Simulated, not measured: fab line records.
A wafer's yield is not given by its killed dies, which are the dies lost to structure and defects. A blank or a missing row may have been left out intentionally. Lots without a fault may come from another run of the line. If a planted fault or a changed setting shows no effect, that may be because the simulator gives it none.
Problem report in the 8D (eight disciplines) form, filled by code || flow berkeley-cmos170 || the parts of the form that need people (team, actions taken, sign-off) are left out

== 1. THE PROBLEM ==
At UCB170_M2_STRIP_19, oes-product-au averages 0.491 a.u. over 6 wafers from 2 lots, while fault-free wafers read 0.546 a.u., standard deviation 0.0094. Measured from the usual mean, that is -5.9 standard deviations.
The step: strips in O2.
Seen first at day 12 07:07 on plasma-asher-03, wafer L364.1. The record holds 42 wafers of 14 lots with a number at this step. By rule, "out" or "out of limits" means more than 4 standard deviations away from the usual mean. The other wafers with a number count as sound.

== 2. WHAT IT IS, AND WHAT IT ISN'T ==
{"question": "which readings at this step", "is": "oes-product-au", "is not": "drypump-motor-current-A"}
{"question": "which lots", "is": "L362, L364", "is not": "L346, L347, L348, L349, L350, L351, L353, L354, L356, L357, L366, L369"}
{"question": "which wafers of those lots", "is": "all that have a number", "is not": "-"}
{"question": "read on which tools", "is": "plasma-asher-03", "is not": "plasma-asher-01, plasma-asher-02"}
{"question": "when", "is": "from day 12 07:07", "is not": "up to then (33 sound wafers); but 3 sound wafers of L369 came after"}

== 3. WHAT RULES OUT EACH SUSPECT ==
Counting: any tool at a process step up to the reading is kept as a suspect provided that every lot that is out went through it and no sound lot did after the first of them.
- rie-metal-01 at UCB170_M2_METAL_ETCH_18 (etches Al in Cl2/BCl3, stops on SiO2, target depth 1170 nm, time 195 s): kept. It ran every lot that is out, first L364 (day 12 06:55), and no sound lot after that; its last sound lot up to then is L366 (day 12 06:34).
- plasma-asher-03 at UCB170_M2_STRIP_19 (strips in O2): kept. It ran every lot that is out, first L364 (day 12 07:07), and no sound lot after that; its last sound lot up to then is L356 (day 10 08:38). Out on those wafers are its own readings of oes-product-au.
Left after counting: rie-metal-01 at UCB170_M2_METAL_ETCH_18, plasma-asher-03 at UCB170_M2_STRIP_19.

== 4. THE CAUSE (what the simulator had put in) ==
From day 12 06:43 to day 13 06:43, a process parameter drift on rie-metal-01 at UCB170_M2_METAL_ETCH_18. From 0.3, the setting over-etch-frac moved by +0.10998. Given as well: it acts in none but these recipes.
After counting, 2 suspects remain, this tool included.

== 5. SEQUENCE OF EFFECTS, ordered by route ==
Each row: a reading whose mean over the struck wafers that have a number lies more than 3 standard deviations from the usual. Scope: only readings with a usual standard deviation given in the record; hours: median across lots of the time from each lot's start at the first step in this table that gives one to its start at this step; sigmas: change in usual standard deviations.
{"hours": 0, "step": "UCB170_M2_STRIP_19", "reading": "oes-product-au", "usual": "0.546 a.u.", "on struck wafers": 0.491, "change": -0.055, "sigmas": -5.9}
Here are the process steps it includes:
- UCB170_M2_STRIP_19: strips in O2.

== 6. WHAT WOULD HAVE CAUGHT IT SOONER ==
In this record no reading fell out of limits until day 12 07:07, 0 hours after the fault had begun at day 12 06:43.
No tool reading at UCB170_M2_METAL_ETCH_18 that has a usual standard deviation in the record was out on any struck wafer, so an alarm limit of 4 standard deviations on those readings would not have fired.
Each of the lots that are out, 2 in all, had begun UCB170_M2_METAL_ETCH_18 on rie-metal-01 no later than day 12 07:07. Had the tool been put on hold then, not one of them would have been saved.
